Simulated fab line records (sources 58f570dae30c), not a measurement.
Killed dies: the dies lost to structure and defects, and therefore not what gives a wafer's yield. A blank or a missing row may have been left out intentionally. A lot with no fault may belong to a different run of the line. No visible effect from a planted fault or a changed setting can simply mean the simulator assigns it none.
Chamber matching -- flow berkeleyCmos170 -- 4 sister chambers for UCB170_V2_CMP_02 on cmp-02
The step polishes SiO2. 4 wafers are shown with their chamber, then 7 later ones without.

== WAFERS WITH THEIR CHAMBER ==
wafer,chamber,motorCurrentA (A)
L568.1,1,18.2
L568.6,3,16.7
L567.2,2,16.1
L567.3,0,17.1

== WAFERS WITHOUT THEIR CHAMBER ==
wafer,motorCurrentA (A)
L567.6,16.4
L571.2,17.2
L571.4,16.9
L571.6,18.0
L573.4,15.9
L573.5,18.1
L573.6,16.7

== CHAMBER TAKEN BY EACH ==
wafer,from the rows above,in truth
L567.6,can't be placed: 2 or 3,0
L571.2,0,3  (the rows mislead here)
L571.4,can't be placed: 3 or 0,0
L571.6,1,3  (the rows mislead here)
L573.4,2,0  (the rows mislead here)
L573.5,1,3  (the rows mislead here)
L573.6,3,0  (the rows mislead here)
Placed correctly: 0 of 7. Can't be placed from these rows: 2 (the true chamber is among the candidates in 1). 5 placed wrongly.
How it was worked out, from the rows above alone: a wafer's distance from a chamber is the root of the sum, over the readings, of the square of ((its reading less the chamber's mean) divided by the reading's scatter). The wafer belongs to the nearest chamber; if the next one is less than 2 further off, it can't be placed. For every chamber, the mean is computed from those of its wafers that are shown. The scatter: root of mean squared gap, hidden wafer to nearest shown wafer, with one shown wafer a chamber.
